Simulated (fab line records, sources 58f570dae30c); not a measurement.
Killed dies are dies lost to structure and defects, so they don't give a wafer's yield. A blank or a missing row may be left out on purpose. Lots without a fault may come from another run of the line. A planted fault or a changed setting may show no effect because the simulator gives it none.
fab line records | flow berkeley_cmos170
record lots=5 wafers=23
route steps=331 shown PVT@122 GATE@125 FIELD@126 PSD@176 NSD@191 BACKSIDE@200 CONTACT@217
start_h: hours from the record's first day to the start of the lot's first wafer shown | wait_h: hours since the lot's step before | " the same as in the row above | L1.1+2: a row that stands for several wafers | - no value, or no start given | * or withheld: withheld | < > ~ a bound
route shown NAME@n: a module of which the file shows steps, and the number in the route of the first | usual: mean/standard deviation of fault-free wafers | same: alike in all rows | chamber/n: place in a boat | sites: the reading at each site | _std_site: their standard deviation | _edge_site: outer sites' mean less inner sites' | radius_mm: how far each site lies from the wafer's centre | mask NAME#n: copy n | behind: the tool/chamber that last shaped the wafer | hold: why the lot was held/for how many hours/how that ended | device: the transistor (n, p or np) that didn't switch | end of line: the same wafers' tests at the end of the route | a step without rows: its recipe alone | killed: dies lost to structure and defects at the first sort, not the wafer's yield | map: a wafer's dies, x killed, . not, _ none there
set.NAME: the setting as run; set.NAME@STEP: as run at that earlier step | model.NAME: the simulator's own value behind a step, which no gauge read
lots whose settings were changed on purpose; a table a step, a row a wafer
## steps
# step UCB170_PVT_IMPLANT_07
# recipe species=P dose_cm2=2e+12 energy_kev=30 tilt_deg=7
# columns lot.wafer tool chamber start_h wait_h set.energy_kev model.implant.rp_nm model.implant.drp_nm
L074.2+3+4 implanter-04 0 103.98 0.0 28.84 36.26 16.17
L074.5+6 " 0 " " 30 37.24 16.56
L079.1+2+3 implanter-01 0 134.17 0.0 30 34.99 16.56
L079.5+6 " 0 " " 30.55 35.6 16.82
L080.1+5+6 implanter-04 0 141.97 0.0 30 36.9 16.56
L082.1+2+3 implanter-04 0 154.37 0.0 31.4 38.79 17.21
L082.5+6 " 0 " " 30 37.15 16.56
L084.1+2+6 implanter-01 0 165.91 0.0 31.61 36.89 17.31
L084.3+4 " 0 " " 30 35.1 16.56
# step UCB170_PVT_STRIP_08
# recipe chemistry=O2 power_w=400 pressure_mtorr=3500 platen_temp_c=withheld o2_flow_sccm=400 overash_fraction=0.5
# step UCB170_GATE_WET_ETCH_00
# recipe chemistry=dHF dilution=25:1 target=SiO2 temp_c=25 time_s=200
# step UCB170_FIELD_THK_MEAS_91
# recipe reads=SiO2_of_FIELD_OXIDATION_01
# usual FIELD_OXIDE_LEFT_2_THK=355/12
# columns lot.wafer tool chamber start_h wait_h set.ox_time_s@FIELD_OXIDATION_01 FIELD_OXIDE_LEFT_2_THK[nm]
L074.2 film_metro-02 - 106.21 0.0 6142 313
L074.3 " - " " 6142 317
L074.4 " - " " 6142 300
L074.5 " - " " 6142 312
L074.6 " - " " 6142 309
L079.1 film_metro-01 - 134.55 0.0 7782 400
L079.2 " - " " 7782 390
L079.3 " - " " 7782 383
L079.5 " - " " 7782 391
L079.6 " - " " 7782 391
L080.1 film_metro-01 - 142.40 0.0 7200 328
L080.5 " - " " 7200 337
L080.6 " - " " 7200 340
L082.1 film_metro-02 - 154.74 0.0 7875 403
L082.2 " - " " 7875 403
L082.3 " - " " 7875 399
L082.5 " - " " 7875 402
L082.6 " - " " 7875 404
L084.1 film_metro-03 - 166.28 0.0 6926 345
L084.2 " - " " 6926 341
L084.3 " - " " 6926 343
L084.4 " - " " 6926 344
L084.6 " - " " 6926 340
# step UCB170_GATE_PEB_10
# recipe peb_temp_c=130 peb_time_s=withheld resist=KrF
# columns lot.wafer tool chamber start_h wait_h set.peb_temp_c
L074.2+4+5 litho_track-03 0 114.88 0.3 130
L074.3+6 " 0 " " 126.4
L079.1+2+3+5+6 litho_track-03 0 141.76 0.2 130
L080.1+5+6 litho_track-03 0 155.77 0.4 130
L082.1+3 litho_track-04 0 163.69 0.3 130
L082.2+5+6 " 0 " " 133.5
L084.1+6 litho_track-03 0 176.29 0.6 130
L084.2+3+4 " 0 " " 132.7
# step UCB170_GATE_DEVELOP_11
# recipe developer=TMAH develop_time_s=45 resist=KrF dev_temp_c=21
# step UCB170_GATE_CD_MEAS_12
# recipe target_cd_nm=350
# usual cd_nm=349.6/1.1
# columns lot.wafer tool chamber start_h wait_h set.peb_temp_c@GATE_PEB_10 cd_nm
L074.2 cd_sem-01 - 115.15 - 130 350.7
L074.3 " - " " 126.4 379.5
L074.4 " - " " 130 351.5
L074.5 " - " " 130 350.3
L074.6 " - " " 126.4 377.8
L079.1 cd_sem-02 - 142.04 - 130 348.9
L079.2 " - " " 130 350.6
L079.3 " - " " 130 348.9
L079.5 " - " " 130 350.0
L079.6 " - " " 130 350.1
L080.1 cd_sem-02 - 156.04 - 130 348.6
L080.5 " - " " 130 349.8
L080.6 " - " " 130 348.5
L082.1 cd_sem-02 - 163.97 - 130 349.7
L082.2 " - " " 133.5 328.0
L082.3 " - " " 130 348.4
L082.5 " - " " 133.5 328.1
L082.6 " - " " 133.5 329.2
L084.1 cd_sem-02 - 176.57 - 130 350.5
L084.2 " - " " 132.7 336.9
L084.3 " - " " 132.7 334.3
L084.4 " - " " 132.7 334.5
L084.6 " - " " 130 348.9
# step UCB170_GATE_ETCH_14
# recipe chemistry=N2/H2 target_depth_a=withheld overetch_a=withheld target=BARC time_s=withheld source_w=500 bias_w=100 pressure_mtorr=30 n2_flow_sccm=100 h2_flow_sccm=200
# step UCB170_GATE_ETCH_15
# recipe chemistry=HBr/Cl2 target=poly-Si stop_on=SiO2 over_etch_frac=0.3 icp_w=300 bias_w=150 time_s=56.3 pressure_mtorr=15 HBr_flow_sccm=150 Cl2_flow_sccm=50 target_depth_a=2782
# columns lot.wafer tool chamber start_h wait_h set.peb_temp_c@GATE_PEB_10 model.GATE.cd_nm
L074.2 rie_si-01 3 115.33 - 130 350.3
L074.3 " 1 " " 126.4 378.4
L074.4 " 0 " " 130 350.6
L074.5 " 2 " " 130 350
L074.6 " 1 " " 126.4 377.3
L079.1 rie_si-02 2 142.24 - 130 350.5
L079.2 " 3 " " 130 350.6
L079.3 " 1 " " 130 348.7
L079.5 " 3 " " 130 349.1
L079.6 " 2 " " 130 350.1
L080.1 rie_si-02 1 156.24 - 130 349.6
L080.5 " 3 " " 130 349.8
L080.6 " 0 " " 130 347.9
L082.1 rie_si-02 2 164.17 - 130 350.4
L082.2 " 1 " " 133.5 327.7
L082.3 " 3 " " 130 349.8
L082.5 " 3 " " 133.5 327.4
L082.6 " 0 " " 133.5 329
L084.1 rie_si-02 1 176.77 - 130 350.6
L084.2 " 3 " " 132.7 337.8
L084.3 " 2 " " 132.7 334.1
L084.4 " 0 " " 132.7 334.7
L084.6 " 1 " " 130 348.6
# step UCB170_GATE_STRIP_16
# recipe chemistry=O2 power_w=400 pressure_mtorr=3500 platen_temp_c=withheld o2_flow_sccm=400 overash_fraction=0.5
# step UCB170_GATE_CD_MEAS_90
# recipe target_cd_nm=350
# usual cd_nm=349.5/1.3
# columns lot.wafer tool chamber start_h wait_h set.peb_temp_c@GATE_PEB_10 cd_nm
L074.2 cd_sem-02 - 115.49 0.1 130 350.0
L074.3 " - " " 126.4 378.3
L074.4 " - " " 130 350.7
L074.5 " - " " 130 350.1
L074.6 " - " " 126.4 377.5
L079.1 cd_sem-02 - 142.43 0.1 130 350.3
L079.2 " - " " 130 350.4
L079.3 " - " " 130 348.5
L079.5 " - " " 130 348.9
L079.6 " - " " 130 349.9
L080.1 cd_sem-01 - 156.56 0.2 130 349.7
L080.5 " - " " 130 350.1
L080.6 " - " " 130 348.1
L082.1 cd_sem-01 - 164.32 0.1 130 350.5
L082.2 " - " " 133.5 327.4
L082.3 " - " " 130 349.4
L082.5 " - " " 133.5 327.3
L082.6 " - " " 133.5 329.0
L084.1 cd_sem-01 - 176.91 0.1 130 350.7
L084.2 " - " " 132.7 337.8
L084.3 " - " " 132.7 333.7
L084.4 " - " " 132.7 334.6
L084.6 " - " " 130 348.3
# step UCB170_PSD_COAT_01
# recipe resist=KrF spin_rpm=1500 resist_thk_nm=900
# columns lot.wafer tool chamber start_h wait_h set.resist_thk_nm model.KrF_of_PSD_COAT_01.thk_nm
L074.2 litho_track-04 0 124.15 0.1 869.6 872.6
L074.3 " 0 " " 900 903.2
L074.4 " 0 " " 900 901
L074.5 " 0 " " 900 902.8
L074.6 " 0 " " 869.6 875.5
L079.1 litho_track-04 0 151.46 0.1 900 898.2
L079.2 " 0 " " 900 896.2
L079.3 " 0 " " 868.7 865.2
L079.5 " 0 " " 900 898.7
L079.6 " 0 " " 868.7 865.6
L080.1 litho_track-04 0 165.70 0.1 900 897.9
L080.5 " 0 " " 900 899.4
L080.6 " 0 " " 900 899.6
L082.1 litho_track-01 0 173.83 0.1 900 894.9
L082.2 " 0 " " 900 895.7
L082.3 " 0 " " 900 898
L082.5 " 0 " " 900 896.7
L082.6 " 0 " " 900 896.8
L084.1 litho_track-03 0 186.43 0.1 900 899.1
L084.2 " 0 " " 884.8 882.5
L084.3 " 0 " " 900 900.4
L084.4 " 0 " " 884.8 884.6
L084.6 " 0 " " 900 901.7
# step UCB170_PSD_EXPOSE_03
# recipe mask_id=PSELECT_MOD na=0.5 sigma_outer=0.6 source_shape=conventional target_cd_nm=1200 dose_mj=30
# columns lot.wafer tool chamber start_h wait_h mask set.dose_mj
L074.2+4+6 krf_scanner-01 0 124.44 0.1 PSELECT_MOD#0 30
L074.3+5 " 0 " " PSELECT_MOD#0 28.24
L079.1+5+6 krf_scanner-01 0 151.76 0.1 PSELECT_MOD#0 27.92
L079.2+3 " 0 " " PSELECT_MOD#0 30
L080.1+5+6 krf_scanner-02 0 166.13 0.2 PSELECT_MOD#0 30
L082.1+2+3+5+6 krf_scanner-01 0 174.29 0.3 PSELECT_MOD#0 30
L084.1+2+3+4+6 krf_scanner-01 0 186.73 0.1 PSELECT_MOD#0 30
# step UCB170_PSD_PEB_04
# recipe peb_temp_c=130 peb_time_s=withheld resist=KrF
# step UCB170_PSD_DEVELOP_05
# recipe developer=TMAH develop_time_s=45 resist=KrF dev_temp_c=21
# step UCB170_PSD_CD_MEAS_06
# recipe target_cd_nm=1200
# usual cd_nm=1201.1/1.4
# columns lot.wafer tool chamber start_h wait_h set.dose_mj@PSD_EXPOSE_03 cd_nm
L074.2 cd_sem-01 - 124.90 - 30 1201.0
L074.3 " - " " 28.24 1188.6
L074.4 " - " " 30 1200.0
L074.5 " - " " 28.24 1189.7
L074.6 " - " " 30 1200.9
L079.1 cd_sem-02 - 152.15 - 27.92 1185.3
L079.2 " - " " 30 1199.4
L079.3 " - " " 30 1201.9
L079.5 " - " " 27.92 1186.7
L079.6 " - " " 27.92 1187.2
L080.1 cd_sem-02 - 166.70 - 30 1200.6
L080.5 " - " " 30 1200.1
L080.6 " - " " 30 1199.1
L082.1 cd_sem-02 - 175.31 - 30 1203.4
L082.2 " - " " 30 1202.0
L082.3 " - " " 30 1201.0
L082.5 " - " " 30 1201.9
L082.6 " - " " 30 1201.6
L084.1 cd_sem-01 - 187.32 - 30 1199.9
L084.2 " - " " 30 1200.7
L084.3 " - " " 30 1198.5
L084.4 " - " " 30 1200.2
L084.6 " - " " 30 1199.8
# step UCB170_PSD_IMPLANT_08
# recipe species=B dose_cm2=3e+15 energy_kev=20 tilt_deg=7
# step UCB170_PSD_STRIP_09
# recipe chemistry=O2 power_w=400 pressure_mtorr=3500 platen_temp_c=withheld o2_flow_sccm=400 overash_fraction=0.5
# usual strip_time_to_endpoint_s=29.37/0.065
# columns lot.wafer tool chamber start_h wait_h set.resist_thk_nm@PSD_COAT_01 strip_time_to_endpoint_s
L074.2 plasma_asher-03 0 125.19 0.1 869.6 28.72
L074.3 " 1 " " 900 29.45
L074.4 " 0 " " 900 29.38
L074.5 " 1 " " 900 29.50
L074.6 " 0 " " 869.6 28.82
L079.1 plasma_asher-02 0 152.46 0.1 900 29.36
L079.2 " 1 " " 900 29.33
L079.3 " 1 " " 868.7 28.57
L079.5 " 0 " " 900 29.40
L079.6 " 1 " " 868.7 28.61
L080.1 plasma_asher-02 1 167.00 0.1 900 29.40
L080.5 " 1 " " 900 29.43
L080.6 " 0 " " 900 29.42
L082.1 plasma_asher-02 0 175.62 0.1 900 29.28
L082.2 " 1 " " 900 29.25
L082.3 " 0 " " 900 29.32
L082.5 " 0 " " 900 29.29
L082.6 " 1 " " 900 29.27
L084.1 plasma_asher-02 1 187.62 0.1 900 29.36
L084.2 " 0 " " 884.8 28.98
L084.3 " 0 " " 900 29.41
L084.4 " 1 " " 884.8 29.04
L084.6 " 1 " " 900 29.44
# step UCB170_NSD_PEB_04
# recipe peb_temp_c=130 peb_time_s=withheld resist=KrF
# columns lot.wafer tool chamber start_h wait_h set.peb_temp_c
L074.2+4+5 litho_track-04 0 126.51 0.1 130
L074.3+6 " 0 " " 132.3
L079.1+3 litho_track-02 0 154.17 0.4 130
L079.2+5+6 " 0 " " 131.4
L080.1+5+6 litho_track-03 0 168.08 0.1 130
L082.1+2+5 litho_track-04 0 178.33 0.7 127.7
L082.3+6 " 0 " " 130
L084.1+2+3+4+6 litho_track-02 0 189.42 0.3 130
# step UCB170_NSD_DEVELOP_05
# recipe developer=TMAH develop_time_s=45 resist=KrF dev_temp_c=21
# step UCB170_NSD_CD_MEAS_06
# recipe target_cd_nm=1200
# usual cd_nm=1200.5/0.93
# columns lot.wafer tool chamber start_h wait_h set.peb_temp_c@NSD_PEB_04 cd_nm
L074.2 cd_sem-02 - 126.78 - 130 1200.8
L074.3 " - " " 132.3 1215.2
L074.4 " - " " 130 1200.6
L074.5 " - " " 130 1201.0
L074.6 " - " " 132.3 1214.1
L079.1 cd_sem-01 - 154.44 - 130 1201.4
L079.2 " - " " 131.4 1208.8
L079.3 " - " " 130 1200.9
L079.5 " - " " 131.4 1210.3
L079.6 " - " " 131.4 1208.4
L080.1 cd_sem-02 - 168.35 - 130 1200.1
L080.5 " - " " 130 1200.3
L080.6 " - " " 130 1198.8
L082.1 cd_sem-01 - 178.61 - 127.7 1184.7
L082.2 " - " " 127.7 1184.4
L082.3 " - " " 130 1200.1
L082.5 " - " " 127.7 1184.0
L082.6 " - " " 130 1201.3
L084.1 cd_sem-02 - 189.69 - 130 1201.1
L084.2 " - " " 130 1200.8
L084.3 " - " " 130 1201.2
L084.4 " - " " 130 1198.9
L084.6 " - " " 130 1201.1
# step UCB170_BACKSIDE_COAT_01
# recipe resist=KrF spin_rpm=1500 resist_thk_nm=900
# columns lot.wafer tool chamber start_h wait_h set.resist_thk_nm model.KrF_of_BACKSIDE_COAT_01.thk_nm
L074.2 litho_track-01 0 127.59 0.1 929.3 928.8
L074.3 " 0 " " 929.3 928.4
L074.4 " 0 " " 929.3 929
L074.5 " 0 " " 900 899.9
L074.6 " 0 " " 900 899.6
L079.1 litho_track-02 0 155.49 0.1 865.3 865.6
L079.2 " 0 " " 865.3 861.9
L079.3 " 0 " " 865.3 862.8
L079.5 " 0 " " 900 896.3
L079.6 " 0 " " 900 899.2
L080.1 litho_track-03 0 172.19 0.1 900 899.3
L080.5 " 0 " " 900 899.6
L080.6 " 0 " " 900 901.7
L082.1 litho_track-02 0 179.64 0.1 900 898.2
L082.2 " 0 " " 883.6 883.2
L082.3 " 0 " " 883.6 880.7
L082.5 " 0 " " 900 898.4
L082.6 " 0 " " 900 895.5
L084.1 litho_track-02 0 190.83 0.1 900 900.8
L084.2 " 0 " " 950.6 949.7
L084.3 " 0 " " 900 898.8
L084.4 " 0 " " 900 899.8
L084.6 " 0 " " 950.6 951.7
# step UCB170_BACKSIDE_SOFTBAKE_02
# recipe resist=KrF temp_c=130 time_s=60
# step UCB170_BACKSIDE_STRIP_03
# recipe chemistry=O2 power_w=400 pressure_mtorr=3500 platen_temp_c=withheld o2_flow_sccm=400 overash_fraction=0.5
# usual strip_time_to_endpoint_s=21.93/0.053
# columns lot.wafer tool chamber start_h wait_h set.resist_thk_nm@BACKSIDE_COAT_01 strip_time_to_endpoint_s
L074.2 plasma_asher-02 1 127.87 0.1 929.3 22.66
L074.3 " 0 " " 929.3 22.64
L074.4 " 1 " " 929.3 22.65
L074.5 " 0 " " 900 21.95
L074.6 " 1 " " 900 21.95
L079.1 plasma_asher-01 0 155.79 0.1 865.3 21.16
L079.2 " 1 " " 865.3 21.06
L079.3 " 0 " " 865.3 21.08
L079.5 " 0 " " 900 21.87
L079.6 " 1 " " 900 21.95
L080.1 plasma_asher-02 1 172.49 0.1 900 21.95
L080.5 " 1 " " 900 21.95
L080.6 " 0 " " 900 22.02
L082.1 plasma_asher-02 0 179.94 0.1 900 21.92
L082.2 " 1 " " 883.6 21.58
L082.3 " 0 " " 883.6 21.50
L082.5 " 1 " " 900 21.92
L082.6 " 0 " " 900 21.84
L084.1 plasma_asher-01 1 191.13 0.1 900 21.99
L084.2 " 0 " " 950.6 23.17
L084.3 " 1 " " 900 21.92
L084.4 " 0 " " 900 21.97
L084.6 " 0 " " 950.6 23.21
# step UCB170_CONTACT_CVD_01
# recipe material=PSG target_thk_nm=700 temp_c=450 precursor=SiH4/O2/PH3 time_s=2820 pressure_mtorr=300 sih4_flow_sccm=60 o2_flow_sccm=90 ph3_flow_sccm=25
# columns lot.wafer tool chamber start_h wait_h set.time_s model.PSG_of_CONTACT_CVD_01.thk_nm
L074.2 - - - 0.0 2820 708.7
L074.3 " - " " 2820 708.3
L074.4 " - " " 2820 708.9
L074.5 " - " " 2820 709.4
L074.6 " - " " 2820 705.5
L079.1 - - - 0.0 2476 609.8
L079.2 " - " " 2476 615.9
L079.3 " - " " 2476 612.6
L079.5 " - " " 2476 616.5
L079.6 " - " " 2476 613.2
L080.1 lpcvd-02 1 175.16 0.0 2820 692.8
L080.5 " 1 " " 2820 695.7
L080.6 " 1 " " 2820 695.2
L082.1 - - - 0.2 3003 742
L082.2 " - " " 3003 740.3
L082.3 " - " " 3003 743.1
L082.5 " - " " 3003 737.5
L082.6 " - " " 3003 748.5
L084.1 - - - 0.0 3077 767.4
L084.2 " - " " 3077 765.1
L084.3 " - " " 3077 767.1
L084.4 " - " " 3077 767.6
L084.6 " - " " 3077 764.6
# step UCB170_CONTACT_THK_MEAS_02
# recipe reads=PSG_of_CONTACT_CVD_01
# usual CONTACT_PSG_THK=699/5.7
# columns lot.wafer tool chamber start_h wait_h set.time_s@CONTACT_CVD_01 CONTACT_PSG_THK[nm]
L074.2 film_metro-03 - - - 2820 708
L074.3 " - " " 2820 708
L074.4 " - " " 2820 709
L074.5 " - " " 2820 710
L074.6 " - " " 2820 706
L079.1 film_metro-03 - - - 2476 610
L079.2 " - " " 2476 616
L079.3 " - " " 2476 613
L079.5 " - " " 2476 616
L079.6 " - " " 2476 613
L080.1 film_metro-01 - 176.94 0.0 2820 693
L080.5 " - " " 2820 696
L080.6 " - " " 2820 695
L082.1 film_metro-04 - - - 3003 742
L082.2 " - " " 3003 741
L082.3 " - " " 3003 743
L082.5 " - " " 3003 738
L082.6 " - " " 3003 749
L084.1 film_metro-04 - - - 3077 768
L084.2 " - " " 3077 765
L084.3 " - " " 3077 768
L084.4 " - " " 3077 768
L084.6 " - " " 3077 765
# step UCB170_CONTACT_ETCH_17
# recipe chemistry=N2/H2 target_depth_a=withheld overetch_a=withheld target=BARC time_s=withheld source_w=500 bias_w=100 pressure_mtorr=30 n2_flow_sccm=100 h2_flow_sccm=200
# columns lot.wafer tool chamber start_h wait_h set.source_w
L074.2+3+4+5+6 rie_diel-04 2,0,1,1,2 133.92 0.0 500
L079.1+2+3+5+6 rie_diel-01 1,3,2,0,3 161.12 0.0 500
L080.1+5+6 rie_diel-03 0,0,3 180.27 0.0 500
L082.1+2+3 rie_diel-04 2,0,3 188.25 0.0 500
L082.5+6 " 2,1 " " 477
L084.1+2+3+4+6 rie_diel-01 3,2,1,0,1 198.58 0.0 500
# step UCB170_CONTACT_ETCH_18
# recipe chemistry=CHF3/CF4/Ar target=PSG stop_on=TiSi2 CHF3_flow_sccm=45 cf4_flow_sccm=15 Ar_flow_sccm=150 pressure_mtorr=200 rf_w=700 target_depth_a=8400 over_etch_frac=0.2 time_s=195
# usual oes_product_au=0.900/0.0099
# columns lot.wafer tool chamber start_h wait_h set.time_s@CONTACT_CVD_01 oes_product_au model.etch.depth_nm model.CONTACT.feature_depth_nm
L074.2 rie_diel-04 2 - - 2820 0.920 708.7 708.7
L074.3 " 0 " " 2820 0.900 708.3 708.3
L074.4 " 1 " " 2820 0.899 708.9 708.9
L074.5 " 1 " " 2820 0.905 709.4 709.4
L074.6 " 2 " " 2820 0.909 705.5 705.5
L079.1 rie_diel-01 1 - - 2476 0.839 609.8 609.8
L079.2 " 3 " " 2476 0.834 - 615.9
L079.3 " 2 " " 2476 0.833 - 612.6
L079.5 " 0 " " 2476 0.832 - 616.5
L079.6 " 3 " " 2476 0.826 613.2 613.2
L080.1 rie_diel-03 0 - - 2820 0.913 692.8 692.8
L080.5 " 0 " " 2820 0.908 695.7 695.7
L080.6 " 3 " " 2820 0.904 695.2 695.2
L082.1 rie_diel-04 2 - - 3003 0.937 742 742
L082.2 " 0 " " 3003 0.923 740.3 740.3
L082.3 " 3 " " 3003 0.938 743.1 743.1
L082.5 " 2 " " 3003 0.939 737.5 737.5
L082.6 " 1 " " 3003 0.939 748.5 748.5
L084.1 rie_diel-01 3 - - 3077 0.936 767.4 767.4
L084.2 " 2 " " 3077 0.949 - 765.1
L084.3 " 1 " " 3077 0.965 - 767.1
L084.4 " 0 " " 3077 0.939 - 767.6
L084.6 " 1 " " 3077 0.959 764.6 764.6
## key
split step=UCB170_PVT_IMPLANT_07 setting=energy_kev stated=30 by=wafer
response step=UCB170_PVT_IMPLANT_07 reading=model.implant.rp_nm change=+0.322 per=1% r=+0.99
response step=UCB170_PVT_IMPLANT_07 reading=model.implant.drp_nm change=+0.131 per=1% r=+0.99
split step=UCB170_GATE_PEB_10 setting=peb_temp_c stated=130 by=wafer
response step=UCB170_GATE_CD_MEAS_12 reading=cd_nm change=-8.44 per=1% r=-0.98
response step=UCB170_GATE_ETCH_15 reading=model.GATE.cd_nm change=-8.58 per=1% r=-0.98
response step=UCB170_GATE_CD_MEAS_90 reading=cd_nm change=-8.59 per=1% r=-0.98
split step=UCB170_PSD_COAT_01 setting=resist_thk_nm stated=900 by=wafer
response step=UCB170_PSD_COAT_01 reading=model.KrF_of_PSD_COAT_01.thk_nm change=+8.97 per=1% r=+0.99
response step=UCB170_PSD_STRIP_09 reading=strip_time_to_endpoint_s change=* per=1% r=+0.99
split step=UCB170_PSD_EXPOSE_03 setting=dose_mj stated=30 by=wafer
response step=UCB170_PSD_CD_MEAS_06 reading=cd_nm change=+2.01 per=1% r=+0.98
split step=UCB170_NSD_PEB_04 setting=peb_temp_c stated=130 by=wafer
response step=UCB170_NSD_CD_MEAS_06 reading=cd_nm change=+8.37 per=1% r=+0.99
split step=UCB170_BACKSIDE_COAT_01 setting=resist_thk_nm stated=900 by=wafer
response step=UCB170_BACKSIDE_COAT_01 reading=model.KrF_of_BACKSIDE_COAT_01.thk_nm change=+8.96 per=1% r=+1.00
response step=UCB170_BACKSIDE_STRIP_03 reading=strip_time_to_endpoint_s change=* per=1% r=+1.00
split step=UCB170_CONTACT_CVD_01 setting=time_s stated=2820 by=lot
response step=UCB170_CONTACT_CVD_01 reading=model.PSG_of_CONTACT_CVD_01.thk_nm change=+7.05 per=1% r=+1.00
response step=UCB170_CONTACT_THK_MEAS_02 reading=CONTACT_PSG_THK change=+7.06 per=1% r=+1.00
response step=UCB170_CONTACT_ETCH_18 reading=oes_product_au change=+0.00545 per=1% r=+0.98
response step=UCB170_CONTACT_ETCH_18 reading=model.etch.depth_nm change=+7 per=1% r=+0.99
response step=UCB170_CONTACT_ETCH_18 reading=model.CONTACT.feature_depth_nm change=+7.05 per=1% r=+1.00
split step=UCB170_CONTACT_ETCH_17 setting=source_w stated=500 by=wafer
response none clear
split outside_this_file step=UCB170_FIELD_OXIDATION_01 setting=ox_time_s
# split outside_this_file: this setting was split too, and the file shows its column; the key of that split is in another file
